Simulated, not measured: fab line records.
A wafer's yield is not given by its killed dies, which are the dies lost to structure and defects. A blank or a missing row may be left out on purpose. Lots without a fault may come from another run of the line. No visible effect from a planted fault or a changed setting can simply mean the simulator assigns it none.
What tool caused it? -- flow rit_cmos -- 13 lots (39 wafers sampled), 1 step of a 202-step route

WHAT EACH GAUGE READ, for each wafer
No reading from a measuring or inspecting step in the record can be judged against a usual standard deviation.

WHAT TOOL EACH LOT RAN ON (gives the tool, then ch and the chambers of the sampled wafers, and finally the start)
lot,RIT_GATE_ETCH_19
L424,"rie_si-02 ch 0,2, day 2 20:13"
L425,"rie_si-01 ch 0,1,2, day 2 23:02"
L426,"rie_si-02 ch 0,2,3, day 3 05:13"
L427,"rie_si-01 ch 0,1,2, day 3 09:20"
L429,"rie_si-01 ch 0,2,3, day 3 20:23"
L430,"rie_si-02 ch 1,2,3, day 4 05:19"
L432,"rie_si-02 ch 0,2,3, day 4 12:15"
L437,"rie_si-01 ch 0,1,3, day 5 12:19"
L439,"rie_si-01 ch 0,1,3, day 5 20:19"
L441,"rie_si-01 ch 1,2,3, day 6 06:51"
L443,"rie_si-01 ch 0,1,2, day 6 17:45"
L445,"rie_si-01 ch 0,2,3, day 7 05:13"
L446,"rie_si-02 ch 2,3, day 7 09:30"
- RIT_GATE_ETCH_19: etches poly-Si in SF6/CHF3/O2, stops on SiO2, time 165 s, target depth 312.5 nm.

AS READ BY THE TOOLS THEMSELVES (means over the sampled wafers that have a number; for cases with no such wafer, the mark the record gives instead)
RIT_GATE_ETCH_19.
lot,tool,O2_flow_sccm (sccm),drypump_motor_current_A (A),oes_product_au (a.u.),run_length_s (s),throttle_valve_pct (%)
L424,rie_si-02,4.999,5.3,0.851,193.3,10.16
L425,rie_si-01,4.990,6.0,0.860,193.2,10.21
L426,rie_si-02,5.015,5.2,0.835,193.5,10.26
L427,rie_si-01,5.009,6.0,0.860,193.3,10.20
L429,rie_si-01,4.995,6.0,0.861,193.2,10.22
L430,rie_si-02,5.012,5.4,0.841,193.2,10.36
L432,rie_si-02,5.009,5.2,0.906,179.6,10.26
L437,rie_si-01,5.001,6.1,0.851,193.3,10.15
L439,rie_si-01,5.000,6.0,0.858,193.2,10.17
L441,rie_si-01,5.010,5.8,0.866,192.9,10.29
L443,rie_si-01,4.996,6.0,0.867,193.2,10.21
L445,rie_si-01,4.999,6.0,0.849,193.2,10.22
L446,rie_si-02,4.993,5.2,0.854,193.3,10.39

THE ANSWER, worked out from the rows above alone
Rule: the usual values come from the lots themselves. Put in order of their means at a reading, lots are off if they are a third of the lots or fewer, leave a main group of 4 or more, and stand apart from it by a gap of 3 or more times the standard deviation of the main group's means; of several such gaps the widest counts. If all means in a main group match to the digits the tables above print for the reading, that group is not used. A lot without any number at a reading at which 4 lots or more have one is off too. All remaining lots with rows at the step are treated as sound. After the gauges, taken in route order, come the tools' own readings; for these a lot's mean is taken, as printed above. At the first step where some lot is off, the reading lying furthest off is the one used; lots without a number count as furthest.
Off: L432, at RIT_GATE_ETCH_19 (run_length_s). The main group: mean 193.2 s, standard deviation 0.13.
If a tool, at that step or one of the process steps before it, ran each lot that is off and ran no sound lot following the first of them, it fits. No candidate that was tried fits.

WHAT HAD BEEN PUT IN BY THE SIMULATOR
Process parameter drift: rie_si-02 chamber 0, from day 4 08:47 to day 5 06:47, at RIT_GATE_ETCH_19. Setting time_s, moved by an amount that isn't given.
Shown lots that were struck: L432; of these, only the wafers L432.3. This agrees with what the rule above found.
